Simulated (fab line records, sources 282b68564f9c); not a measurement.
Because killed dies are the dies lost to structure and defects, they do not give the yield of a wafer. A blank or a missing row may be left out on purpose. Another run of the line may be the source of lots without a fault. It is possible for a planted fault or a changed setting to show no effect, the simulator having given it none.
Matching of chambers	flow ritCmos	4 sister chambers for RIT_GATE_ETCH_19 on rieSi-01
The step etches poly-Si in SF6/CHF3/O2, stops on SiO2, time 165 s, target depth 312.5 nm. 14 wafers are shown with their chamber, then 7 later ones without.

WAFERS PAIRED WITH THEIR CHAMBERS
wafer	chamber	throttleValvePct (%)	drypumpMotorCurrentA (A)	oesProductAu (a.u.)
L845.2	2	10.41	5.7	0.868
L845.3	0	9.99	6.5	0.844
L845.4	1	10.21	5.9	0.867
L847.1	0	9.99	6.5	0.846
L847.2	2	10.41	5.7	0.878
L847.3	3	10.26	5.8	0.860
L849.1	1	10.20	5.8	0.858
L849.2	3	10.27	5.8	0.831
L849.6	1	10.21	5.9	0.863
L851.1	1	10.20	5.8	0.863
L851.3	2	10.40	5.7	0.866
L851.6	3	10.26	5.8	0.839
L853.2	0	10.00	6.5	0.845
L853.4	1	10.22	5.8	0.870

SIGNATURES (means of the wafers above)
reading	chamber 0	chamber 1	chamber 2	chamber 3	scatter within a chamber
throttleValvePct	9.9933	10.2080	10.4067	10.2633	0.00693
drypumpMotorCurrentA	6.500	5.840	5.700	5.800	0.0346
oesProductAu	0.84500	0.86420	0.87067	0.84333	0.00785
Rule: for a wafer and a chamber, the distance is found by dividing, reading by reading, the gap between the wafer's reading and the chamber's mean by the reading's scatter, squaring, summing and taking the root. If the next closest chamber is less than 2 further off than the closest, the wafer can't be placed; otherwise it belongs to the closest. The scatter: the root of (the sum of the squares of (reading less its chamber's mean) over the shown wafers, divided by (wafers less chambers)).

WAFERS WHOSE CHAMBER IS MISSING
wafer	throttleValvePct (%)	drypumpMotorCurrentA (A)	oesProductAu (a.u.)
L853.5	10.21	5.8	0.852
L857.1	10.23	5.8	0.868
L857.2	9.99	6.5	0.857
L857.4	10.28	5.8	0.850
L861.2	10.41	5.7	0.877
L861.5	9.99	6.5	0.852
L861.6	10.23	5.8	0.872

WHICH CHAMBER EACH ONE RAN IN
wafer	from the rows above	in truth
L853.5	1	1
L857.1	1	1
L857.2	0	0
L857.4	3	3
L861.2	2	2
L861.5	0	0
L861.6	1	1
7 of 7 placed correctly. Can't be placed from these rows: 0. 0 placed wrongly.
